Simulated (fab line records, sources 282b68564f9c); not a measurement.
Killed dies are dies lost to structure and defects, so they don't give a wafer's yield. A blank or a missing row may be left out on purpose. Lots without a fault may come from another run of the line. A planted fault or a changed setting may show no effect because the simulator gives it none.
Tool commonality check | flow rit_cmos | 15 lots, 45 wafers sampled

WHY IT WAS OPENED
At RIT_GATE_THK_MEAS_07 the reading GATE_OXIDE_THK is flagged on 3 of 15 lots. Wafers without a fault read 2.99 nm, standard deviation 0.054.
Rule: a lot is flagged when every wafer of it that has a number lies more than 4 standard deviations from that mean, or none has a number. The other lots count as sound.

lot  | measured    | on            | GATE_OXIDE_THK (nm), wafer by wafer | flag
L862 | day 2 14:05 | film_metro-02 | 3.00 2.93 3.01                      |
L863 | day 2 15:17 | film_metro-03 | 2.95 3.01 3.06                      |
L864 | day 3 00:41 | film_metro-02 | 4.96 4.87 5.03                      | FLAGGED
L865 | day 3 04:19 | film_metro-01 | 5.09 5.00 5.14                      | FLAGGED
L866 | day 3 07:25 | film_metro-03 | 2.97 3.01 3.00                      |
L867 | day 3 12:16 | film_metro-02 | 3.00 3.07 3.04                      |
L868 | day 3 21:13 | film_metro-03 | 4.96 4.98 4.96                      | FLAGGED
L869 | day 4 01:41 | film_metro-03 | 3.04 3.04 3.00                      |
L876 | day 5 11:37 | film_metro-03 | 3.00 3.02 3.01                      |
L877 | day 5 13:35 | film_metro-02 | 3.03 3.06 3.04                      |
L880 | day 6 07:37 | film_metro-02 | 3.01 3.05 3.03                      |
L881 | day 6 09:51 | film_metro-03 | 2.93 2.95 3.02                      |
L882 | day 6 17:37 | film_metro-02 | 2.98 2.97 3.02                      |
L884 | day 7 02:52 | film_metro-01 | 2.97 2.96 2.98                      |
L885 | day 7 06:13 | film_metro-02 | 2.96 2.96 2.93                      |
The numbers of the flagged lots are 5.00 nm on average: +2.01 nm against the usual, or +37 standard deviations.

WHICH TOOL RAN EACH LOT
The record holds 1 process step before the reading, out of a route of 202 steps. In each cell: the tool, then ch and the chambers that the sampled wafers went through, then the start.
lot  | flag    | RIT_GATE_OXIDATION_05
L862 |         | furnace-01 ch 0, day 2 11:27
L863 |         | furnace-04 ch 0, day 2 13:58
L864 | FLAGGED | furnace-04 ch 0, day 2 21:42
L865 | FLAGGED | furnace-03 ch 0, day 3 00:35
L866 |         | furnace-04 ch 0, day 3 05:31
L867 |         | furnace-01 ch 0, day 3 10:51
L868 | FLAGGED | furnace-04 ch 0, day 3 15:46
L869 |         | furnace-01 ch 0, day 3 22:05
L876 |         | furnace-01 ch 0, day 5 10:18
L877 |         | furnace-04 ch 0, day 5 12:15
L880 |         | furnace-03 ch 0, day 6 06:17
L881 |         | furnace-04 ch 0, day 6 08:31
L882 |         | furnace-03 ch 0, day 6 14:22
L884 |         | furnace-04 ch 0, day 7 00:13
L885 |         | furnace-04 ch 0, day 7 04:16
What these steps do:
- RIT_GATE_OXIDATION_05: target thk 3 nm, ox time 270 s.
- RIT_GATE_THK_MEAS_07

FLAGGED OVER TOTAL, TOOL BY TOOL (the gauges that took the reading come last)
step                  | tool          | lots run | flagged | share of the flagged lots | sound lots run after its first flagged lot
RIT_GATE_OXIDATION_05 | furnace-01    | 4        | 0       | none                      | -
RIT_GATE_OXIDATION_05 | furnace-03    | 3        | 1       | some                      | 2 (L880,L882)
RIT_GATE_OXIDATION_05 | furnace-04    | 8        | 2       | some                      | 5 (L866,L877,L881,L884,L885)
RIT_GATE_THK_MEAS_07  | film_metro-01 | 2        | 1       | some                      | 1 (L884)
RIT_GATE_THK_MEAS_07  | film_metro-02 | 7        | 1       | some                      | 5 (L867,L877,L880,L882,L885)
RIT_GATE_THK_MEAS_07  | film_metro-03 | 6        | 1       | some                      | 3 (L869,L876,L881)

WHAT THE TABLE ALLOWS
No row of the table ran every flagged lot.

WHAT THE SIMULATOR HAD PUT IN
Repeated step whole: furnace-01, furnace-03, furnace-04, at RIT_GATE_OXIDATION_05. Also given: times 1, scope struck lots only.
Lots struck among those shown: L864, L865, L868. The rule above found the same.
